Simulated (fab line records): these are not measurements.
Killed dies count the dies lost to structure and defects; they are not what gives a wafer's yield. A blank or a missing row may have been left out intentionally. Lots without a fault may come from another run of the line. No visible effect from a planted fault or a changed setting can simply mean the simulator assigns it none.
Split-lot study	flow rit_cmos	route with 202 steps; 5 lots, 23 wafers read

== SPLIT DETAILS ==
At RIT_NWELL_IMPLANT_08, the setting energy_kev was moved away from the recipe's 170 on 8 of the 23 wafers read, by -4.8% to +1.9%. For the rest of the wafers, this setting stayed at what the recipe calls for.

The reading comes from the split's own step.

== THE READING ==
In nm, at RIT_NWELL_IMPLANT_08: implant.drp_nm, which is the simulator's own figure and was read by no gauge. The file does not state a usual value for it.

wafer	tool, chamber at the split	energy_kev as run	against the recipe	implant.drp_nm, nm	against lot-mates on the recipe
L078.1	implanter-01, 0	170	recipe	68.82	-
L078.2	implanter-01, 0	170	recipe	68.82	-
L078.4	implanter-01, 0	170	recipe	68.82	-
L078.5	implanter-01, 0	170	recipe	68.82	-
L078.6	implanter-01, 0	170	recipe	68.82	-
L079.2	implanter-04, 0	170	recipe	68.82	-
L079.4	implanter-04, 0	170	recipe	68.82	-
L079.5	implanter-04, 0	170	recipe	68.82	-
L080.1	implanter-02, 0	173.3	+1.9%	69.82	+1.00
L080.2	implanter-02, 0	173.3	+1.9%	69.82	+1.00
L080.3	implanter-02, 0	170	recipe	68.82	-
L080.5	implanter-02, 0	170	recipe	68.82	-
L080.6	implanter-02, 0	170	recipe	68.82	-
L081.1	implanter-01, 0	161.9	-4.8%	66.4	-2.42
L081.2	implanter-01, 0	161.9	-4.8%	66.4	-2.42
L081.4	implanter-01, 0	161.9	-4.8%	66.4	-2.42
L081.3	implanter-01, 0	170	recipe	68.82	-
L081.5	implanter-01, 0	170	recipe	68.82	-
L083.1	implanter-01, 0	163.1	-4.1%	66.76	-2.06
L083.2	implanter-01, 0	163.1	-4.1%	66.76	-2.06
L083.4	implanter-01, 0	163.1	-4.1%	66.76	-2.06
L083.3	implanter-01, 0	170	recipe	68.82	-
L083.6	implanter-01, 0	170	recipe	68.82	-

FIT RESULTS
A straight line over all 23 wafers: implant.drp_nm changes by +0.509 nm for each +1% of energy_kev; r = +1.00; the points scatter about the line by 0.0038 nm.
The same after taking each lot's own level away (the mean of its wafers on the recipe; 23 wafers): +0.509 nm for each +1%; r = +1.00; scatter 0.0038 nm.
Per that fit: largest energy_kev move, reading shift of 2.4 nm.
The lots' own levels span 68.820 to 68.820 nm.
So the lot-to-lot level changes the slope little: the two slopes agree.
Check: for one of the wafers moved furthest among these (-4.8%), held out of the fit, the line's prediction against its lot-mates is -2.42 nm. It came out at -2.42 nm against them.

== ADDITIONAL SPLITS CARRIED BY THESE WAFERS ==
These wafers also went through other splits before the reading. Each is held against what the fit with the lots' levels taken away leaves over:
other split on the same wafers	wafers away from the commonest value	r with implant.drp_nm (lot level and that fit taken away)
RIT_ACTIVE_CVD_03 temp_c	10	-0.21
RIT_ACTIVE_COAT_06 resist_thk_nm	9	+0.28
RIT_ACTIVE_HARDBAKE_12 temp_c	9	-0.31
RIT_FOX2_OXIDATION_00 ox_time_s	10	-0.17
RIT_NWELL_COAT_01 resist_thk_nm	8	+0.10

== THE WHOLE CHAIN: every reading that the file lists as answering this split, in the file's order ==
step	what it does	reading	change (the file's fit)	r (the file's)
RIT_NWELL_IMPLANT_08		implant.rp_nm (the simulator's own value, which no gauge read)	+2.17 nm for each +1% of the setting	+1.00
RIT_NWELL_IMPLANT_08		implant.drp_nm (the simulator's own value, which no gauge read)	+0.51 nm for each +1% of the setting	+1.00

== THE FILE'S OWN FIT ==
implant.drp_nm changes by +0.51 nm for each +1% of energy_kev, r = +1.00.
